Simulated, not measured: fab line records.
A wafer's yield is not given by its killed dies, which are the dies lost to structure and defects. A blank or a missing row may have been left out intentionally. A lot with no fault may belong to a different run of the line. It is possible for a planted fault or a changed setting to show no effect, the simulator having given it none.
What tool caused it? / flow berkeleyCmos170 / Sampling: 14 lots, 42 wafers, 4 of 331 route steps

## WHAT THE GAUGES SHOWED, per wafer
UCB170_START_THK_MEAS_03.
lot=L234; measured=day 1 16:47; on=filmMetro-03; START_OXIDE_THK (nm)=20.8 20.2 20.8
lot=L236; measured=day 2 00:09; on=filmMetro-04; START_OXIDE_THK (nm)=20.2 20.5 20.5
lot=L238; measured=day 2 08:15; on=filmMetro-04; START_OXIDE_THK (nm)=20.9 20.7 20.7
lot=L242; measured=day 3 08:05; on=filmMetro-04; START_OXIDE_THK (nm)=19.8 20.2 20.2
lot=L243; measured=day 3 11:47; on=filmMetro-03; START_OXIDE_THK (nm)=20.4 20.4 20.0
lot=L246; measured=day 4 02:09; on=filmMetro-04; START_OXIDE_THK (nm)=20.3 20.5 20.5
lot=L248; measured=day 4 09:39; on=filmMetro-04; START_OXIDE_THK (nm)=19.8 20.0 19.9
lot=L249; measured=day 4 19:43; on=filmMetro-01; START_OXIDE_THK (nm)=20.7 20.9 21.0
lot=L250; measured=day 4 19:46; on=filmMetro-01; START_OXIDE_THK (nm)=20.9 21.1 20.9
lot=L251; measured=day 5 10:22; on=filmMetro-04; START_OXIDE_THK (nm)=19.4 19.7 19.7
lot=L252; measured=day 5 10:22; on=filmMetro-01; START_OXIDE_THK (nm)=19.6 19.4 19.3
lot=L254; measured=day 5 16:53; on=filmMetro-04; START_OXIDE_THK (nm)=19.3 18.9 19.3
lot=L255; measured=day 5 23:28; on=filmMetro-03; START_OXIDE_THK (nm)=20.0 20.2 19.8
lot=L257; measured=day 6 11:23; on=filmMetro-04; START_OXIDE_THK (nm)=20.3 20.4 20.5

UCB170_PFIELD_OVL_MEAS_06.
lot=L234; measured=day 6 01:13; on=overlay-01; PFIELD_OVL (nm)=-3 -3 0
lot=L236; measured=day 5 20:31; on=overlay-01; PFIELD_OVL (nm)=-8 1 5
lot=L238; measured=day 6 00:22; on=overlay-02; PFIELD_OVL (nm)=6 2 6
lot=L242; measured=day 6 19:07; on=overlay-01; PFIELD_OVL (nm)=-11 -2 -10
lot=L248; measured=day 8 05:34; on=overlay-02; PFIELD_OVL (nm)=-4 -7 -6
lot=L249; measured=day 8 13:16; on=overlay-02; PFIELD_OVL (nm)=-5 1 -1
lot=L250; measured=day 8 13:13; on=overlay-01; PFIELD_OVL (nm)=-6 -7 -5
lot=L251; measured=day 8 12:29; on=overlay-02; PFIELD_OVL (nm)=4 -8 -5
lot=L252; measured=day 8 12:32; on=overlay-01; PFIELD_OVL (nm)=0 1 -3
lot=L254; measured=day 8 16:59; on=overlay-01; PFIELD_OVL (nm)=-4 -6 -6
lot=L255; measured=day 9 12:32; on=overlay-01; PFIELD_OVL (nm)=-6 0 2
lot=L257; measured=day 9 12:43; on=overlay-02; PFIELD_OVL (nm)=-5 -3 0

## WHAT TOOL EACH LOT RAN ON (gives the tool, then ch and the chambers of the sampled wafers, and finally the start)
lot=L234; UCB170_ZERO_ETCH_06=rieDiel-04 ch 0,2,3, day 2 00:17; UCB170_WELLDRIVE_WET_ETCH_04=wetBench-02 ch 0, day 5 06:49
lot=L236; UCB170_ZERO_ETCH_06=rieDiel-02 ch 0,2,3, day 2 06:10; UCB170_WELLDRIVE_WET_ETCH_04=wetBench-03 ch 0, day 4 20:57
lot=L238; UCB170_ZERO_ETCH_06=rieDiel-04 ch 0,3, day 2 17:48; UCB170_WELLDRIVE_WET_ETCH_04=wetBench-02 ch 0, day 5 06:49
lot=L242; UCB170_ZERO_ETCH_06=rieDiel-03 ch 1,2,3, day 3 13:50; UCB170_WELLDRIVE_WET_ETCH_04=wetBench-01 ch 2, day 6 01:05
lot=L243; UCB170_ZERO_ETCH_06=rieDiel-02 ch 1,2,3, day 3 19:01; UCB170_WELLDRIVE_WET_ETCH_04=wetBench-01 ch 3, day 6 10:15
lot=L246; UCB170_ZERO_ETCH_06=rieDiel-02 ch 2,3, day 4 06:50; UCB170_WELLDRIVE_WET_ETCH_04=wetBench-01 ch 2, day 6 10:15
lot=L248; UCB170_ZERO_ETCH_06=rieDiel-03 ch 0,1,3, day 4 15:48; UCB170_WELLDRIVE_WET_ETCH_04=wetBench-01 ch 3, day 7 10:14
lot=L249; UCB170_ZERO_ETCH_06=rieDiel-04 ch 0,2,3, day 5 08:42; UCB170_WELLDRIVE_WET_ETCH_04=wetBench-01 ch 1, day 7 17:32
lot=L250; UCB170_ZERO_ETCH_06=rieDiel-03 ch 1,2, day 5 08:55; UCB170_WELLDRIVE_WET_ETCH_04=wetBench-01 ch 1, day 7 17:32
lot=L251; UCB170_ZERO_ETCH_06=rieDiel-04 ch 0,2,3, day 5 18:34; UCB170_WELLDRIVE_WET_ETCH_04=wetBench-01 ch 0, day 7 17:32
lot=L252; UCB170_ZERO_ETCH_06=rieDiel-02 ch 0,1,2, day 5 18:17; UCB170_WELLDRIVE_WET_ETCH_04=wetBench-01 ch 1, day 7 17:32
lot=L254; UCB170_ZERO_ETCH_06=rieDiel-02 ch 2,3, day 5 21:01; UCB170_WELLDRIVE_WET_ETCH_04=wetBench-01 ch 0, day 7 22:13
lot=L255; UCB170_ZERO_ETCH_06=rieDiel-03 ch 1,3, day 6 05:47; UCB170_WELLDRIVE_WET_ETCH_04=wetBench-01 ch 0, day 8 14:34
lot=L257; UCB170_ZERO_ETCH_06=rieDiel-02 ch 0,1, day 6 17:19; UCB170_WELLDRIVE_WET_ETCH_04=wetBench-01 ch 3, day 8 14:34
- UCB170_ZERO_ETCH_06: etches SiO2 in CHF3/CF4/Ar, time 12 s.
- UCB170_WELLDRIVE_WET_ETCH_04: etches SiO2 in BOE, time 120 s.

## WHAT THE TOOLS THEMSELVES READ (means of the sampled wafers that have a number; where no wafer has one, the mark that the record gives instead)
UCB170_ZERO_ETCH_06.
lot=L234; tool=rieDiel-04; CHF3_flow_sccm (sccm)=50.03; cf4FlowSccm (sccm)=10.01; drypumpMotorCurrentA (A)=5.6; oesProductAu (a.u.)=0.612; throttleValvePct (%)=9.24
lot=L236; tool=rieDiel-02; CHF3_flow_sccm (sccm)=50.20; cf4FlowSccm (sccm)=9.99; drypumpMotorCurrentA (A)=5.6; oesProductAu (a.u.)=0.625; throttleValvePct (%)=9.22
lot=L238; tool=rieDiel-04; CHF3_flow_sccm (sccm)=50.02; cf4FlowSccm (sccm)=9.99; drypumpMotorCurrentA (A)=5.2; oesProductAu (a.u.)=0.624; throttleValvePct (%)=9.19
lot=L242; tool=rieDiel-03; CHF3_flow_sccm (sccm)=50.12; cf4FlowSccm (sccm)=10.00; drypumpMotorCurrentA (A)=6.0; oesProductAu (a.u.)=0.619; throttleValvePct (%)=9.26
lot=L243; tool=rieDiel-02; CHF3_flow_sccm (sccm)=50.08; cf4FlowSccm (sccm)=10.00; drypumpMotorCurrentA (A)=5.8; oesProductAu (a.u.)=0.621; throttleValvePct (%)=9.19
lot=L246; tool=rieDiel-02; CHF3_flow_sccm (sccm)=50.01; cf4FlowSccm (sccm)=9.98; drypumpMotorCurrentA (A)=5.4; oesProductAu (a.u.)=0.621; throttleValvePct (%)=9.15
lot=L248; tool=rieDiel-03; CHF3_flow_sccm (sccm)=50.01; cf4FlowSccm (sccm)=10.00; drypumpMotorCurrentA (A)=6.1; oesProductAu (a.u.)=0.623; throttleValvePct (%)=9.20
lot=L249; tool=rieDiel-04; CHF3_flow_sccm (sccm)=49.98; cf4FlowSccm (sccm)=9.96; drypumpMotorCurrentA (A)=5.6; oesProductAu (a.u.)=0.615; throttleValvePct (%)=9.24
lot=L250; tool=rieDiel-03; CHF3_flow_sccm (sccm)=50.01; cf4FlowSccm (sccm)=10.01; drypumpMotorCurrentA (A)=6.2; oesProductAu (a.u.)=0.614; throttleValvePct (%)=9.21
lot=L251; tool=rieDiel-04; CHF3_flow_sccm (sccm)=50.04; cf4FlowSccm (sccm)=10.02; drypumpMotorCurrentA (A)=5.6; oesProductAu (a.u.)=0.613; throttleValvePct (%)=9.24
lot=L252; tool=rieDiel-02; CHF3_flow_sccm (sccm)=49.93; cf4FlowSccm (sccm)=9.98; drypumpMotorCurrentA (A)=5.9; oesProductAu (a.u.)=0.616; throttleValvePct (%)=9.16
lot=L254; tool=rieDiel-02; CHF3_flow_sccm (sccm)=50.20; cf4FlowSccm (sccm)=9.99; drypumpMotorCurrentA (A)=5.6; oesProductAu (a.u.)=0.635; throttleValvePct (%)=9.23
lot=L255; tool=rieDiel-03; CHF3_flow_sccm (sccm)=49.99; cf4FlowSccm (sccm)=9.97; drypumpMotorCurrentA (A)=6.1; oesProductAu (a.u.)=0.621; throttleValvePct (%)=9.17
lot=L257; tool=rieDiel-02; CHF3_flow_sccm (sccm)=49.92; cf4FlowSccm (sccm)=10.00; drypumpMotorCurrentA (A)=6.3; oesProductAu (a.u.)=0.615; throttleValvePct (%)=9.20

UCB170_WELLDRIVE_WET_ETCH_04.
lot=L234; tool=wetBench-02; bathHeatDutyPct (%)=5.7; runLengthS (s)=156
lot=L236; tool=wetBench-03; bathHeatDutyPct (%)=6.5; runLengthS (s)=148
lot=L238; tool=wetBench-02; bathHeatDutyPct (%)=6.1; runLengthS (s)=156
lot=L242; tool=wetBench-01; bathHeatDutyPct (%)=6.7; runLengthS (s)=146
lot=L243; tool=wetBench-01; bathHeatDutyPct (%)=-; runLengthS (s)=-
lot=L246; tool=wetBench-01; bathHeatDutyPct (%)=-; runLengthS (s)=-
lot=L248; tool=wetBench-01; bathHeatDutyPct (%)=6.7; runLengthS (s)=146
lot=L249; tool=wetBench-01; bathHeatDutyPct (%)=6.8; runLengthS (s)=153
lot=L250; tool=wetBench-01; bathHeatDutyPct (%)=6.0; runLengthS (s)=154
lot=L251; tool=wetBench-01; bathHeatDutyPct (%)=5.6; runLengthS (s)=154
lot=L252; tool=wetBench-01; bathHeatDutyPct (%)=6.1; runLengthS (s)=155
lot=L254; tool=wetBench-01; bathHeatDutyPct (%)=5.3; runLengthS (s)=147
lot=L255; tool=wetBench-01; bathHeatDutyPct (%)=5.6; runLengthS (s)=147
lot=L257; tool=wetBench-01; bathHeatDutyPct (%)=7.0; runLengthS (s)=145

## THE ANSWER, worked out from the rows above alone
Rule: the lots themselves supply what counts as usual. Put in order of their means at a reading, lots are off if they are a third of the lots or fewer, leave a main group of 4 or more, and stand apart from it by a gap of 3 or more times the standard deviation of the main group's means; of several such gaps the widest counts. Not used: any main group whose means are identical at the precision the tables above print for the reading. Also off: a lot with no number at a reading for which 4 or more lots have one. The other lots that the step has rows for count as sound. First the gauges in route order, then the tools' own readings, where a lot's mean is used as printed above. At the first step where some lot is off, the reading lying furthest off is the one used; lots without a number count as furthest.
Off: L243, L246, at UCB170_WELLDRIVE_WET_ETCH_04 (bathHeatDutyPct). Without a number there: L243, L246. Main group: mean 6.2 %, sd 0.53.
If a tool, at that step or one of the process steps before it, ran each lot that is off and ran no sound lot following the first of them, it fits. Of those tried, none fits.

## WHAT WAS PUT IN BY THE SIMULATOR
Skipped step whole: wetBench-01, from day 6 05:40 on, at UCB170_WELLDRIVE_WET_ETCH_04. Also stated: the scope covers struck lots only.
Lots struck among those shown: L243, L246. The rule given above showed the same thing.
